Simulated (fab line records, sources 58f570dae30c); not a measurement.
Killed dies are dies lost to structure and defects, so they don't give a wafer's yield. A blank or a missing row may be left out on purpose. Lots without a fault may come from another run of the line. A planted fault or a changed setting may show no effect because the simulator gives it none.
Which tool did it? | flow berkeley_cmos170 | 14 lots, 42 wafers sampled, at 3 steps of a route of 331

WHAT THE GAUGES READ, wafer by wafer
UCB170_V1_OVL_MEAS_13.
lot  | measured     | on         | V1_OVL (nm)
L164 | day 8 04:24  | overlay-02 | 6 1 -2
L169 | day 9 00:37  | overlay-01 | 1 -4 -3
L168 | day 9 01:14  | overlay-02 | 0 -1 -2
L166 | day 9 01:53  | overlay-01 | -1 11 8
L173 | day 9 05:20  | overlay-02 | 10 2 1
L171 | day 9 08:45  | overlay-01 | -14 -5 -11
L170 | day 9 08:37  | overlay-01 | 4 4 0
L174 | day 9 13:34  | overlay-02 | -3 3 -6
L175 | day 10 09:47 | overlay-01 | -2 -8 2
L177 | day 10 21:58 | overlay-02 | -11 -5 -8
L182 | day 10 23:43 | overlay-01 | -4 -3 -9
L180 | day 10 23:29 | overlay-02 | 7 -1 -4
L184 | day 11 14:16 | overlay-02 | -7 4 -6
L186 | day 12 10:47 | overlay-01 | -2 -7 -5

UCB170_V2_BOW_MEAS_03.
lot  | measured     | on            | V2_BOW (um)
L164 | day 8 09:13  | film_metro-03 | 36 37 31
L169 | day 9 05:25  | film_metro-04 | 41 39 38
L168 | day 9 05:50  | film_metro-01 | 32 41 39
L166 | day 9 06:23  | film_metro-03 | 39 43 43
L173 | day 9 09:37  | film_metro-04 | 37 41 38
L171 | day 9 14:25  | film_metro-04 | 34 27 37
L170 | day 9 13:47  | film_metro-01 | 30 36 29
L174 | day 9 18:20  | film_metro-04 | 47 48 35
L175 | day 10 13:36 | film_metro-01 | 28 34 33
L177 | day 11 01:28 | film_metro-01 | 39 28 39
L182 | day 11 05:17 | film_metro-04 | 42 38 35
L180 | day 11 04:59 | film_metro-01 | 43 48 48
L184 | day 11 20:55 | film_metro-03 | 36 30 33
L186 | day 12 15:31 | film_metro-01 | 37 37 34

WHICH TOOL RAN EACH LOT (tool, then ch and the chambers of the sampled wafers, then the start)
lot  | UCB170_PLDD_IMPLANT_08
L164 | implanter-02 ch 0, day 6 19:29
L169 | implanter-04 ch 0, day 7 09:22
L168 | implanter-03 ch 0, day 7 09:59
L166 | implanter-02 ch 0, day 7 10:32
L173 | implanter-02 ch 0, day 7 23:11
L171 | implanter-04 ch 0, day 8 04:05
L170 | implanter-03 ch 0, day 8 04:16
L174 | implanter-03 ch 0, day 8 08:54
L175 | implanter-04 ch 0, day 9 01:33
L177 | implanter-02 ch 0, day 9 16:51
L182 | implanter-02 ch 0, day 9 20:40
L180 | implanter-04 ch 0, day 9 20:57
L184 | implanter-04 ch 0, day 10 11:35
L186 | implanter-02 ch 0, day 11 07:59
- UCB170_PLDD_IMPLANT_08

WHAT THE TOOLS THEMSELVES READ (means of the sampled wafers that have a number; where no wafer has one, the mark that the record gives instead)
UCB170_PLDD_IMPLANT_08.
lot  | tool         | rotation_deg (degrees)
L164 | implanter-02 | 0.014
L169 | implanter-04 | 0.001
L168 | implanter-03 | -0.021
L166 | implanter-02 | 0.007
L173 | implanter-02 | 0.010
L171 | implanter-04 | 0.028
L170 | implanter-03 | 0.013
L174 | implanter-03 | -0.013
L175 | implanter-04 | -0.006
L177 | implanter-02 | 0.017
L182 | implanter-02 | 0.011
L180 | implanter-04 | 90.015
L184 | implanter-04 | 89.971
L186 | implanter-02 | 0.013

THE ANSWER, worked out from the rows above alone
Rule: what is usual is taken from the lots themselves. Put in order of their means at a reading, lots are off if they are a third of the lots or fewer, leave a main group of 4 or more, and stand apart from it by a gap of 3 or more times the standard deviation of the main group's means; of several such gaps the widest counts. A main group whose means are all the same, to the digits that the tables above print for the reading, isn't used. A lot without any number at a reading at which 4 lots or more have one is off too. The other lots that the step has rows for count as sound. The gauges are gone through in route order, then the tools' own readings, and for those a lot's mean is taken as printed above. The first step at which some lot is off is used, and at that step the reading that is off furthest; a lot without a number counts as furthest.
Off: L180, L184, at UCB170_PLDD_IMPLANT_08 (rotation_deg). The main group: mean 0.006 degrees, standard deviation 0.013.
A tool fits if, at that step or a process step before it, it ran every lot that is off, and no sound lot after the first of them. One fits: implanter-04 at UCB170_PLDD_IMPLANT_08. Its last sound lot is L175 (day 9 01:33), its first lot that is off L180 (day 9 20:57): a fault that began between those two fits.
The tool's own readings at UCB170_PLDD_IMPLANT_08 bear it out: on the lots that are off they differ by more than 5 times the standard deviation of the sound lots' means. rotation_deg reads 89.993 degrees there against 0.006 degrees on the sound lots.

WHAT THE SIMULATOR HAD PUT IN
Process parameter drift: implanter-04, from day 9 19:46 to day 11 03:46, at UCB170_PLDD_IMPLANT_08. Setting rotation_deg, moved by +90, from 0. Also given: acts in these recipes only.
Lots struck among those shown: L180, L184. The rule above found the same.
